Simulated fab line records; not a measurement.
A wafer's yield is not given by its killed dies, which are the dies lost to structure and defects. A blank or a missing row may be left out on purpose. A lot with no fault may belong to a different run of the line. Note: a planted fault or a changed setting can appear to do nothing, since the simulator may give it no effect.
What tool caused it? | flow rit_cmos | 14 lots with 42 wafers sampled at 2 steps, on a route of 202 steps

## WHAT THE GAUGES SHOWED, per wafer
RIT_GATE_THK_MEAS_09. Usual: for GATE_POLY_THK the level is 249.7 nm and the standard deviation is 2.8.
lot  | measured    | on            | GATE_POLY_THK (nm) | flag
L672 | day 2 11:05 | film_metro-02 | 246.3 246.5 247.8  |
L673 | day 2 16:10 | film_metro-04 | 254.5 255.2 252.5  |
L674 | day 2 22:22 | film_metro-04 | 248.5 247.3 249.5  |
L675 | day 3 02:29 | film_metro-02 | 252.8 252.6 254.5  |
L676 | day 3 09:22 | film_metro-04 | 248.5 250.3 248.3  |
L678 | day 3 16:35 | film_metro-04 | 250.0 248.5 251.0  |
L683 | day 4 18:10 | film_metro-04 | 253.1 254.7 254.6  |
L686 | day 5 10:52 | film_metro-04 | 201.0 200.9 200.4  | OFF
L687 | day 5 17:52 | film_metro-04 | 250.5 250.0 249.7  |
L688 | day 5 19:11 | film_metro-04 | 194.6 197.2 197.3  | OFF
L690 | day 6 07:19 | film_metro-01 | 246.1 246.0 245.1  |
L691 | day 6 14:31 | film_metro-01 | 244.1 245.6 243.9  |
L693 | day 7 00:32 | film_metro-04 | 246.2 247.0 246.9  |
L694 | day 7 02:58 | film_metro-02 | 246.7 246.2 248.3  |

## WHICH TOOL RAN EACH LOT (tool, then ch and the chambers of the sampled wafers, then the start)
lot  | RIT_GATE_CVD_08
L672 | lpcvd-01 ch 1, day 2 09:28
L673 | lpcvd-01 ch 1, day 2 14:32
L674 | lpcvd-01 ch 0, day 2 20:45
L675 | lpcvd-02 ch 0, day 3 00:52
L676 | lpcvd-02 ch 1, day 3 05:43
L678 | lpcvd-01 ch 1, day 3 14:58
L683 | lpcvd-01 ch 1, day 4 16:32
L686 | lpcvd-01 ch 0, day 5 09:14
L687 | lpcvd-02 ch 1, day 5 16:14
L688 | lpcvd-01 ch 0, day 5 17:34
L690 | lpcvd-02 ch 1, day 6 05:43
L691 | lpcvd-02 ch 1, day 6 12:55
L693 | lpcvd-02 ch 1, day 6 22:55
L694 | lpcvd-02 ch 1, day 7 01:21
- RIT_GATE_CVD_08: deposits poly-Si from SiH4, target thk 250 nm, time 2220 s.

## AS READ BY THE TOOLS THEMSELVES (means over the sampled wafers that have a number; for cases with no such wafer, the mark the record gives instead)
RIT_GATE_CVD_08. Usual: spike_tc_centre_C 612.3 C, standard deviation 1.4; spike_tc_load_C 631.2 C, standard deviation 1.6; spike_tc_source_C 629.4 C, standard deviation 2.7; susceptor_temp_C 609.99 C, standard deviation 0.29.
lot  | tool     | spike_tc_centre_C (C) | spike_tc_load_C (C) | spike_tc_source_C (C) | susceptor_temp_C (C) | flag
L672 | lpcvd-01 | 610.5                 | 633.2               | 626.8                 | 609.76               |
L673 | lpcvd-01 | 609.9                 | 632.1               | 626.5                 | 610.13               |
L674 | lpcvd-01 | 613.3                 | 630.0               | 629.1                 | 610.03               |
L675 | lpcvd-02 | 613.4                 | 629.5               | 631.4                 | 610.13               |
L676 | lpcvd-02 | 613.5                 | 631.8               | 631.1                 | 609.76               |
L678 | lpcvd-01 | 611.2                 | 632.4               | 625.5                 | 610.32               |
L683 | lpcvd-01 | 610.2                 | 631.8               | 625.3                 | 610.18               |
L686 | lpcvd-01 | 603.0                 | 619.1               | 621.5                 | 600.44               | OFF
L687 | lpcvd-02 | 612.6                 | 630.8               | 631.6                 | 609.76               |
L688 | lpcvd-01 | 602.2                 | 620.1               | 619.1                 | 599.86               | OFF
L690 | lpcvd-02 | 613.4                 | 632.0               | 631.5                 | 610.18               |
L691 | lpcvd-02 | 613.6                 | 631.2               | 631.2                 | 610.39               |
L693 | lpcvd-02 | 613.7                 | 631.4               | 632.4                 | 609.82               |
L694 | lpcvd-02 | 613.0                 | 632.5               | 631.1                 | 609.88               |

## THE ANSWER, worked out from the rows above alone
Rule: a lot is off if the mean of its wafers that have a number lies more than 3 standard deviations from the usual mean. A lot without any number at a reading at which 4 lots or more have one is off too. Any other lot the step has rows for is counted as sound. The gauges are gone through in route order, then the tools' own readings, and for those a lot's mean is taken as printed above. At the first step where some lot is off, the reading lying furthest off is the one used; lots without a number count as furthest.
Off: L686, L688, at RIT_GATE_THK_MEAS_09 (GATE_POLY_THK).
A tool fits if, at a process step before that reading, it ran every lot that is off, and no sound lot after the first of them. The gauges at RIT_GATE_THK_MEAS_09 aren't tried: what is off there is off at RIT_GATE_CVD_08 too, on other tools, and a gauge's error can't cause that. One candidate fits, namely lpcvd-01 at RIT_GATE_CVD_08. A fault onset in the window from L683 (day 4 16:32, its last sound lot) to L686 (day 5 09:14, its first lot off) fits.
The tool's own readings at RIT_GATE_CVD_08 bear it out: on the lots that are off they differ by more than 5 times the standard deviation of the sound lots' means. spike_tc_centre_C reads 602.6 C there against 612.4 C on the sound lots; spike_tc_load_C reads 619.6 C there against 631.6 C on the sound lots; susceptor_temp_C reads 600.15 C there against 610.03 C on the sound lots.

## WHAT THE SIMULATOR HAD PUT IN
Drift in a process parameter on lpcvd-01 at RIT_GATE_CVD_08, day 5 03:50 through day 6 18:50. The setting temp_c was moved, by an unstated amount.
Struck lots among those shown: L686, L688. The same result came from the rule above.
